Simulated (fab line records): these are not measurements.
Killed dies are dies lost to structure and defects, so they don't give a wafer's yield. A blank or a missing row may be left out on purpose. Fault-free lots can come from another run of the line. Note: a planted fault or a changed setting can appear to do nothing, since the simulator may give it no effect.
Split-lot study | flow ritCmos | 23 wafers read across 5 lots, on a route 202 steps long

== ON THE SPLIT ==
At RIT_PSD_COAT_01 (resist thk 1000 nm), the setting spinRpm was moved away from the recipe's 3250 rpm on 6 of the 23 wafers read, by -5.8% to +3.6%. For the rest of the wafers, this setting stayed at what the recipe calls for.

Split to reading: the file shows no intervening step.

== THE READING ==
NOVOLAK_of_PSD_COAT_01.thkNm (the simulator's own value, which no gauge read), in nm, at RIT_PSD_DEVELOP_05 (develop time 50 s). There is no usual value for it anywhere in the file. Across the 17 wafers here that went through the recipe, the average is 997.4 nm and the standard deviation 3.4 nm.

wafer  | tool, chamber at the split | spinRpm as run, rpm | against the recipe | NOVOLAK_of_PSD_COAT_01.thkNm, nm | against lot-mates on the recipe
L074.1 | lithoTrack-04, 0           | 3250                | recipe             | 1003                             | -
L074.2 | lithoTrack-04, 0           | 3061                | -5.8%              | 1032                             | +29.0
L074.3 | lithoTrack-04, 0           | 3061                | -5.8%              | 1035                             | +32.0
L074.5 | lithoTrack-04, 0           | 3250                | recipe             | 1003                             | -
L074.6 | lithoTrack-04, 0           | 3061                | -5.8%              | 1035                             | +32.0
L077.1 | lithoTrack-04, 0           | 3250                | recipe             | 995.7                            | -
L077.3 | lithoTrack-04, 0           | 3250                | recipe             | 993.7                            | -
L077.4 | lithoTrack-04, 0           | 3250                | recipe             | 993.1                            | -
L077.5 | lithoTrack-04, 0           | 3250                | recipe             | 994.3                            | -
L077.6 | lithoTrack-04, 0           | 3250                | recipe             | 994                              | -
L078.2 | lithoTrack-04, 0           | 3250                | recipe             | 995.9                            | -
L078.3 | lithoTrack-04, 0           | 3250                | recipe             | 996.1                            | -
L078.4 | lithoTrack-04, 0           | 3250                | recipe             | 994.1                            | -
L082.1 | lithoTrack-04, 0           | 3250                | recipe             | 999.4                            | -
L082.2 | lithoTrack-04, 0           | 3250                | recipe             | 999                              | -
L082.4 | lithoTrack-04, 0           | 3250                | recipe             | 1001                             | -
L082.5 | lithoTrack-04, 0           | 3250                | recipe             | 1000                             | -
L082.6 | lithoTrack-04, 0           | 3250                | recipe             | 1002                             | -
L084.1 | lithoTrack-03, 0           | 3366                | +3.6%              | 982.9                            | -12.9
L084.2 | lithoTrack-03, 0           | 3366                | +3.6%              | 979.6                            | -16.1
L084.3 | lithoTrack-03, 0           | 3250                | recipe             | 994.2                            | -
L084.4 | lithoTrack-03, 0           | 3250                | recipe             | 997.3                            | -
L084.5 | lithoTrack-03, 0           | 3366                | +3.6%              | 984.4                            | -11.4

FIT RESULTS
A straight line over all 23 wafers: NOVOLAK_of_PSD_COAT_01.thkNm changes by -5.67 nm for each +1% of spinRpm; r = -0.97; the points scatter about the line by 3.8 nm.
The same after taking each lot's own level away (the mean of its wafers on the recipe; 23 wafers): -4.86 nm for each +1%; r = -0.99; scatter 2 nm.
That fit puts the effect of the largest move of spinRpm on the reading at 28 nm.
The lots' own levels span 994.16 to 1003.00 nm, that is 2.6 times the standard deviation above.
So the lot-to-lot level changes the slope: the two fits differ.
Check: +29.2 nm against its lot-mates is what the line predicts for one of the wafers moved furthest among these (-5.8%) when that wafer is left out of the fit. Against them it came out at +29 nm.

== OTHER SPLITS ON THESE WAFERS ==
Before the reading, these wafers also passed through other splits. Each is held against what the fit with the lots' levels taken away leaves over:
other split on the same wafers     | wafers away from the commonest value | r with NOVOLAK_of_PSD_COAT_01.thkNm (lot level and that fit taken away)
RIT_ACTIVE_CVD_03 tempC            | 10                                   | -0.01
RIT_ACTIVE_DEVELOP_10 developTimeS | 4                                    | +0.53
RIT_NWELL_IMPLANT_08 doseCm2       | 10                                   | +0.03
RIT_PWELL_IMPLANT_08 doseCm2       | 7                                    | +0.14
RIT_PRETRO_IMPLANT_08 energyKev    | 11                                   | -0.30
RIT_NLDD_COAT_01 resistThkNm       | 9                                    | +0.09

== THE WHOLE CHAIN: every reading that the file lists as answering this split, in the file's order ==
step               | what it does       | reading                                                                       | change (the file's fit)              | r (the file's)
RIT_PSD_COAT_01    | resist thk 1000 nm | NOVOLAK_of_PSD_COAT_01.thkNm (the simulator's own value, which no gauge read) | -5.16 nm for each +1% of the setting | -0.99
RIT_PSD_DEVELOP_05 | develop time 50 s  | NOVOLAK_of_PSD_COAT_01.thkNm (the simulator's own value, which no gauge read) | -4.93 nm for each +1% of the setting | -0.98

== FILE'S OWN FIT ==
NOVOLAK_of_PSD_COAT_01.thkNm changes by -4.93 nm for each +1% of spinRpm, r = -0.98.
